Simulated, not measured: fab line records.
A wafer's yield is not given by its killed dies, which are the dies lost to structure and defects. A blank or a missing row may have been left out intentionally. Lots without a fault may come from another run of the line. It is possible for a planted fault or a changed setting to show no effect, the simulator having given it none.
2 desks, one fault | flow berkeleyCmos170 | every desk sees just its own numbers, and what lay behind them comes last

FROM THE METROLOGY DESK
Means of the sampled wafers that have a number, per lot and without regard to the tool the lot ran on: this is what the gauges read. The brackets show how far a lot's mean lies from the usual mean; more than 4 standard deviations puts the lot out of limits, marked OUT.
Columns: A = PFIELD_OVL at UCB170_PFIELD_OVL_MEAS_06, usual -1 nm; B = cdNm at UCB170_PSD_CD_MEAS_06, usual 1199.8 nm
lot  | first seen here | A  | B
L898 | day 4 21:33     | 5  | 1199.3
L899 | day 5 14:40     | -6 | 1201.0
L901 | day 5 14:59     | 0  | 1202.0
L900 | day 5 15:39     | -1 | 1200.1
L904 | day 6 04:19     | -4 | 1198.2
L902 | day 6 04:31     | -4 | 1200.2
L906 | day 6 22:01     | 2  | 1200.3
L905 | day 6 22:16     | -1 | 1199.4
L909 | day 7 17:11     | 0  | 1200.6
L910 | day 7 17:33     | -4 | 1203.0
L912 | day 8 13:30     | 7  | 1199.2
L916 | day 9 03:48     | 3  | 1198.1
L917 | day 9 04:05     | 1  | 1196.4
L918 | day 9 15:19     | -1 | 1198.7
Finding of this desk: none of the 14 lots has anything out of limits.

THE TOOL OWNER'S DESK: lithoTrack-01
The tool's own readings at UCB170_NSD_DEVELOP_05 (develop time 45 s): means of the sampled wafers that have a number, for each lot that ran on this tool. The brackets show how far a lot's mean lies from the usual mean; more than 4 standard deviations puts the lot out of limits, marked OUT.
Columns: A = chillPlateTempC at UCB170_NSD_DEVELOP_05, usual 23.00 C; B = developerTempC at UCB170_NSD_DEVELOP_05, usual 20.98 C
lot  | first seen here | A     | B
L901 | day 8 22:00     | 23.03 | 21.04
L904 | day 9 08:00     | 23.13 | 21.00
L906 | day 9 23:00     | 23.02 | 21.07
L909 | day 10 10:00    | 22.92 | 21.68 (+6.4) OUT
L910 | day 10 10:00    | 22.98 | 21.00
L912 | day 11 11:00    | 23.01 | 21.72 (+6.7) OUT
Finding of this desk: L909, L912 out of limits; the first was L909 at day 10 10:00, on developerTempC at UCB170_NSD_DEVELOP_05. In limits: L901, L904, L906, L910.

PUT TOGETHER
The tool owner's desk could have raised an alarm at day 10 10:00, on L909, L912.
Nothing out of limits was seen by the metrology desk.
The metrology desk holds a record of L909, L912, inside its limits.
Of the lots named, all ran UCB170_NSD_DEVELOP_05 on lithoTrack-01.

WHAT WAS PUT IN BY THE SIMULATOR
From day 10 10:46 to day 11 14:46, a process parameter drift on lithoTrack-01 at UCB170_NSD_DEVELOP_05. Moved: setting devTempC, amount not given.
Struck lots among those shown: L909, L912.
